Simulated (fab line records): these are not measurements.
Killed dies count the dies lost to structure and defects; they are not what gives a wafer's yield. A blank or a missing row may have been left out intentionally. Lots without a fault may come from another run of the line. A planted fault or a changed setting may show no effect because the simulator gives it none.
Which tool was responsible? -- flow rit-cmos -- Sampling: 14 lots, 42 wafers, 3 of 202 route steps

## WHAT THE GAUGES READ, wafer by wafer
RIT_SILICIDE_RS_MEAS_02: a four-point-probe measurement. Usual: for SILICIDE_TI_RS the level is 48.0 ohm/sq and the standard deviation is 0.64.
lot,measured,on,SILICIDE_TI_RS (ohm/sq),flag
L677,day 3 04:39,film-metro-01,48.2 48.4 48.4,
L679,day 3 11:57,film-metro-01,47.0 46.9 47.2,
L680,day 3 18:33,film-metro-02,48.0 48.3 48.4,
L682,day 4 03:58,film-metro-02,47.8 47.6 48.1,
L684,day 4 16:53,film-metro-01,48.2 48.4 47.7,
L685,day 4 23:13,film-metro-03,20.9 20.7 20.8 20.9 20.8 20.9,OFF
L688,day 5 12:14,film-metro-01,48.0 47.5 48.4,
L689,day 5 16:14,film-metro-02,20.9 20.6 20.8 21.0 20.7 20.9,OFF
L692,day 6 05:41,film-metro-01,47.5 47.7 47.3,
L695,day 6 22:55,film-metro-02,48.4 47.3 47.6,
L696,day 7 02:18,film-metro-03,48.4 48.4 49.1,
L697,day 7 06:55,film-metro-02,47.8 47.4 47.8,
L699,day 7 19:08,film-metro-02,47.3 46.9 47.3,
L700,day 8 03:29,film-metro-02,48.6 48.8 48.7,

RIT_SILICIDE_THK_MEAS_03: measures by xrf. Usual: for SILICIDE_TI_THK the level is 29.8 nm and the standard deviation is 0.34.
lot,measured,on,SILICIDE_TI_THK (nm),flag
L677,day 3 04:46,film-metro-01,29.7 29.6 29.7,
L679,day 3 12:04,film-metro-01,30.3 30.3 30.2,
L680,day 3 18:40,film-metro-02,29.8 29.7 29.5,
L682,day 4 04:05,film-metro-02,29.9 30.2 29.9,
L684,day 4 16:59,film-metro-01,29.8 29.8 30.1,
L685,day 5 01:28,film-metro-03,58.7 59.3 58.8 58.9 59.3 59.0,OFF
L688,day 5 12:22,film-metro-01,30.1 30.1 29.8,
L689,day 6 01:36,film-metro-02,58.7 59.2 59.1 58.8 59.6 58.8,OFF
L692,day 6 05:49,film-metro-01,30.0 29.8 30.1,
L695,day 6 23:02,film-metro-02,29.6 30.3 30.0,
L696,day 7 02:25,film-metro-03,29.8 29.7 29.3,
L697,day 7 07:01,film-metro-02,29.9 30.0 29.8,
L699,day 7 19:14,film-metro-02,30.0 30.2 30.2,
L700,day 8 03:35,film-metro-02,29.5 29.4 29.5,

## EACH LOT AND THE TOOL THAT RAN IT (in order: tool; ch and the chambers of the sampled wafers; start)
lot,RIT_SILICIDE_SPUTTER_01
L677,"pvd-sputter-04, day 3 04:28"
L679,"pvd-sputter-02, day 3 11:48"
L680,"pvd-sputter-04, day 3 18:24"
L682,"pvd-sputter-04, day 4 03:48"
L684,"pvd-sputter-04, day 4 16:41"
L685,"pvd-sputter-02, day 4 22:42"
L688,"pvd-sputter-04, day 5 12:05"
L689,"pvd-sputter-02, day 5 15:47"
L692,"pvd-sputter-01, day 6 05:32"
L695,"pvd-sputter-02, day 6 22:46"
L696,"pvd-sputter-04, day 7 02:09"
L697,"pvd-sputter-02, day 7 06:44"
L699,"pvd-sputter-02, day 7 18:57"
L700,"pvd-sputter-04, day 8 03:19"
- RIT_SILICIDE_SPUTTER_01: material Ti, target thk 30 nm, time 240 s.

## AS READ BY THE TOOLS THEMSELVES (means over the sampled wafers that have a number; for cases with no such wafer, the mark the record gives instead)
RIT_SILICIDE_SPUTTER_01. Usual: throttle-valve-pct reads 30.0 % (standard deviation 0.94).
lot,tool,throttle-valve-pct (%),flag
L677,pvd-sputter-04,29.6,
L679,pvd-sputter-02,29.8,
L680,pvd-sputter-04,29.6,
L682,pvd-sputter-04,29.3,
L684,pvd-sputter-04,29.7,
L685,pvd-sputter-02,30.6,
L688,pvd-sputter-04,30.1,
L689,pvd-sputter-02,30.1,
L692,pvd-sputter-01,30.1,
L695,pvd-sputter-02,30.2,
L696,pvd-sputter-04,29.2,
L697,pvd-sputter-02,30.5,
L699,pvd-sputter-02,29.3,
L700,pvd-sputter-04,29.4,

## THE ANSWER, worked out from the rows above alone
Rule: a lot is off if the mean of its wafers that have a number lies more than 3 standard deviations from the usual mean. A lot without any number at a reading at which 4 lots or more have one is off too. Any other lot the step has rows for is counted as sound. Order of review: gauges by route order, followed by the tools' own readings, for which a lot's mean as printed above is used. The first step at which some lot is off is used, and at that step the reading that is off furthest; a lot without a number counts as furthest.
Off: at RIT_SILICIDE_RS_MEAS_02 (SILICIDE_TI_RS), L685, L689.
A tool fits if, at a process step before that reading, it ran every lot that is off, and no sound lot after the first of them. The gauges at RIT_SILICIDE_RS_MEAS_02 are tried like those tools. No candidate that was tried fits.

## WHAT HAD BEEN PUT IN BY THE SIMULATOR
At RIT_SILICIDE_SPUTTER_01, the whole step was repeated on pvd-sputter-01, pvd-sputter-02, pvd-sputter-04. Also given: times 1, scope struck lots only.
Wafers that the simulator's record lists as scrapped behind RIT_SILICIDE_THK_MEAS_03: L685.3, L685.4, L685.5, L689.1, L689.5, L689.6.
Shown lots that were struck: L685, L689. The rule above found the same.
